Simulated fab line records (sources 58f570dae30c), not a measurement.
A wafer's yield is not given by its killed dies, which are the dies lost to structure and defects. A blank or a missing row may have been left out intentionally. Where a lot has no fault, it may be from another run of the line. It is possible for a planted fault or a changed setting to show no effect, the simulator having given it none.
Lot-split experiment    flow berkeley-cmos170    23 wafers read from 5 lots, route of 331 steps

THE SPLIT
At UCB170_CONTACT_CVD_01 (deposits PSG from SiH4/O2/PH3, target thk 700 nm, time 2820 s), the setting time-s was moved away from the recipe's 2820 s on 20 of the 23 wafers read, by -12.3% to +12.6%. The other wafers ran this setting at the recipe's value.

The file shows no step between the split and the reading.

THE READING
CONTACT_PSG_THK at UCB170_CONTACT_THK_MEAS_02, in nm. Typical for fault-free wafers on this fab line: 696 nm, with standard deviation 5.3 nm.

wafer   tool, chamber at the split  time-s as run, s  against the recipe  CONTACT_PSG_THK, nm  against lot-mates on the recipe
L074.1  -, -                        2568              -8.9%               636                  no lot-mate on the recipe
L074.3  -, -                        2568              -8.9%               638                  no lot-mate on the recipe
L074.4  -, -                        2568              -8.9%               641                  no lot-mate on the recipe
L074.5  -, -                        2568              -8.9%               639                  no lot-mate on the recipe
L074.6  -, -                        2568              -8.9%               638                  no lot-mate on the recipe
L076.2  -, -                        3079              +9.2%               752                  no lot-mate on the recipe
L076.3  -, -                        3079              +9.2%               756                  no lot-mate on the recipe
L076.4  -, -                        3079              +9.2%               755                  no lot-mate on the recipe
L076.5  -, -                        3079              +9.2%               752                  no lot-mate on the recipe
L076.6  -, -                        3079              +9.2%               755                  no lot-mate on the recipe
L075.1  -, -                        2472              -12.3%              605                  no lot-mate on the recipe
L075.3  -, -                        2472              -12.3%              603                  no lot-mate on the recipe
L075.4  -, -                        2472              -12.3%              607                  no lot-mate on the recipe
L075.5  -, -                        2472              -12.3%              604                  no lot-mate on the recipe
L075.6  -, -                        2472              -12.3%              600                  no lot-mate on the recipe
L081.2  lpcvd-01, 1                 2820              recipe              703                  -
L081.3  lpcvd-01, 1                 2820              recipe              702                  -
L081.4  lpcvd-01, 1                 2820              recipe              707                  -
L085.1  -, -                        3176              +12.6%              791                  no lot-mate on the recipe
L085.2  -, -                        3176              +12.6%              790                  no lot-mate on the recipe
L085.3  -, -                        3176              +12.6%              791                  no lot-mate on the recipe
L085.4  -, -                        3176              +12.6%              788                  no lot-mate on the recipe
L085.6  -, -                        3176              +12.6%              793                  no lot-mate on the recipe

FIT RESULTS
A straight line over all 23 wafers: CONTACT_PSG_THK changes by +7.1 nm for each +1% of time-s; r = +1.00; the points scatter about the line by 6.6 nm.
Too few moved wafers with a lot-mate on the recipe to fit a line net of each lot's own level.

THE WHOLE CHAIN: every reading that the file lists as answering this split, in the file's order
step                        what it does                                                   reading                                                                        change (the file's fit)               r (the file's)
UCB170_CONTACT_CVD_01       deposits PSG from SiH4/O2/PH3, target thk 700 nm, time 2820 s  PSG_of_CONTACT_CVD_01.thk-nm (the simulator's own value, which no gauge read)  +7.11 nm for each +1% of the setting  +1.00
UCB170_CONTACT_THK_MEAS_02                                                                 CONTACT_PSG_THK                                                                +7.1 for each +1% of the setting      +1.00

FILE'S OWN FIT
CONTACT_PSG_THK changes by +7.1 nm for each +1% of time-s, r = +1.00.
